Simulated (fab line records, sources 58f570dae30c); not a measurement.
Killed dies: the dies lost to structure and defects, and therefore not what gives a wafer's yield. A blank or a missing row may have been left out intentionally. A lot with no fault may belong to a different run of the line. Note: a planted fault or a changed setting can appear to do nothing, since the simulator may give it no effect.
Struck lot and sound lot, side by side + flow berkeley-cmos170 + 31 out of 331 route steps
Sound: the wafers L556.3, L556.5, L556.6. Wafers struck: L545.1, L545.3, L545.5. The cause is given at the end.
For every step that has rows: the tool of each side, followed by ch and its chambers, followed by its first start. Under that, the readings that differ: sound wafers + struck wafers + difference of the means + sigmas: that difference in standard deviations of wafers without a fault.
alike: same words and numbers on both sides, and readings whose means sit less than 2 such deviations apart. not compared: any withheld reading, any reading some wafer has no value for, any bound like >300 that may hide the same value, and any number with overlapping values for which the record gives no deviation.
The two part at a step that has a row with sigmas, a row that says differs or no value, or rows on one side only. Non-overlapping numbers with no deviation appear without sigmas and do not part them. A reading missing from all wafers of one side parts the sides only when that side holds two or more wafers.

first, 6 steps without rows for these wafers: UCB170_V1_HMDS_06 (prime time 60 s); UCB170_V1_COAT_07 (resist thk 900 nm); UCB170_V1_SOFTBAKE_08 (time 60 s); UCB170_V1_EXPOSE_09 (exposes mask VIA1, target cd 700 nm); UCB170_V1_PEB_10; UCB170_V1_DEVELOP_11 (develop time 45 s).
UCB170_V1_CD_MEAS_12: target cd 700 nm.
  sound on cd-sem-02 at day 11 00:10; struck on cd-sem-01 at day 8 15:38
  alike: cd-nm
UCB170_V1_OVL_MEAS_13:
  sound on overlay-02 at day 11 00:15; struck on overlay-01 at day 8 15:45
| reading     | sound  | struck   | difference | sigmas |
|-------------|--------|----------|------------|--------|
| V1_OVL (nm) | 10 9 9 | -4 -1 -1 | -11        | -2     |
UCB170_V1_ETCH_14: etches SiO2 in CHF3/CF4/Ar, stops on Al, target depth 1250 nm, time 291 s.
  sound on rie-diel-03 ch 0,1,2, day 11 00:16; struck on rie-diel-01 ch 1,2, day 8 15:47
  alike: drypump-motor-current-A, oes-product-au, throttle-valve-pct
  not compared: rf-hours-counter-h
UCB170_V1_STRIP_15: strips in O2.
  sound on plasma-asher-03 ch 0,1, day 11 00:29; struck on plasma-asher-01 ch 0,1, day 8 15:58
  alike: drypump-motor-current-A, oes-product-au, strip-time-to-endpoint-s
  not compared: rf-hours-counter-h
UCB170_V1_CD_MEAS_90: target cd 700 nm.
  sound on cd-sem-02 at day 11 00:35; struck on cd-sem-01 at day 8 16:04
  alike: cd-nm
then, 1 step without rows for these wafers: UCB170_M2_PRE_CLEAN_00 (preclean etch time 60 s).
UCB170_M2_SPUTTER_01: material Al, target thk 900 nm, time 120 s.
  sound on pvd-sputter-02 at day 11 00:44; struck on pvd-sputter-04 at day 8 16:30
  alike: cathode-dc-power-W, throttle-valve-pct
UCB170_M2_RS_MEAS_02: a four-point-probe measurement.
  sound on film-metro-04 at day 11 00:52; struck on film-metro-02 at day 8 16:44
| reading           | sound                | struck               | difference | sigmas |
|-------------------|----------------------|----------------------|------------|--------|
| M2_AL_RS (ohm/sq) | 0.0319 0.0318 0.0326 | 0.0159 0.0160 0.0158 | -0.0162    | -38    |
UCB170_M2_THK_MEAS_03: measures by xrf.
  sound on film-metro-04 at day 11 00:58; struck on film-metro-02 at day 8 16:52
| reading        | sound       | struck         | difference | sigmas |
|----------------|-------------|----------------|------------|--------|
| M2_AL_THK (nm) | 919 914 888 | 1794 1800 1818 | +897       | +69    |
then, 3 steps without rows for these wafers: UCB170_M2_HMDS_04 (prime time 60 s); UCB170_M2_COAT_05 (resist thk 900 nm); UCB170_M2_SOFTBAKE_06 (time 60 s).
UCB170_M2_STRIP_07: strips in O2.
  sound on plasma-asher-02 ch 0,1, day 11 01:53; struck on plasma-asher-01 ch 0,1, day 8 17:38
  alike: drypump-motor-current-A, oes-product-au, strip-time-to-endpoint-s
  not compared: rf-hours-counter-h
then, 7 steps without rows for these wafers: UCB170_M2_STRIP_08 (strips KrF in DMSO, time 600 s); UCB170_M2_COAT_09; UCB170_M2_COAT_10 (resist thk 900 nm); UCB170_M2_SOFTBAKE_11 (time 60 s); UCB170_M2_EXPOSE_12 (exposes mask METAL2, target cd 700 nm); UCB170_M2_PEB_13; UCB170_M2_DEVELOP_14 (develop time 45 s).
UCB170_M2_CD_MEAS_15: target cd 700 nm.
  sound on cd-sem-02 at day 11 03:36; struck on cd-sem-01 at day 8 19:17
  alike: cd-nm
UCB170_M2_OVL_MEAS_16:
  sound on overlay-02 at day 11 03:41; struck on overlay-02 at day 8 19:24
  alike: M2_OVL
UCB170_M2_ETCH_17: etches BARC in N2/H2.
  sound on rie-diel-01 ch 0,1,3, day 11 03:43; struck on rie-diel-03 ch 0,1,2, day 8 19:26
  alike: drypump-motor-current-A, oes-product-au, throttle-valve-pct
UCB170_M2_METAL_ETCH_18: etches Al in Cl2/BCl3, stops on SiO2, target depth 1170 nm, time 195 s.
  sound on rie-metal-03 ch 0,1, day 11 03:49; struck on rie-metal-01 ch 0,1, day 8 19:29
| reading                        | sound             | struck            | difference | sigmas |
|--------------------------------|-------------------|-------------------|------------|--------|
| oes-product-au (a.u.)          | 0.880 0.871 0.866 | 1.008 1.005 0.979 | +0.125     | +10    |
| model.etch.depth-nm (nm)       | 910 910.7 889.5   | 1204 1202 1143    | +280       |        |
| model.M2.feature-depth-nm (nm) | 965.1 965.3 949.1 | 1204 1202 1143    | +223       |        |
  alike: drypump-motor-current-A, throttle-valve-pct
  not compared: rf-hours-counter-h
UCB170_M2_STRIP_19: strips in O2.
  sound on plasma-asher-01 ch 0,1, day 11 03:59; struck on plasma-asher-04 ch 0,1, day 8 19:40
| reading                     | sound          | struck         | difference | sigmas |
|-----------------------------|----------------|----------------|------------|--------|
| drypump-motor-current-A (A) | 5.43 5.58 5.42 | 5.89 6.08 6.12 | +0.55      | +2     |
  alike: oes-product-au
  not compared: rf-hours-counter-h

## WHERE THEY PART
Earliest at UCB170_V1_OVL_MEAS_13; latest, in this record, at UCB170_M2_STRIP_19.

WHY: whatever the simulator had introduced
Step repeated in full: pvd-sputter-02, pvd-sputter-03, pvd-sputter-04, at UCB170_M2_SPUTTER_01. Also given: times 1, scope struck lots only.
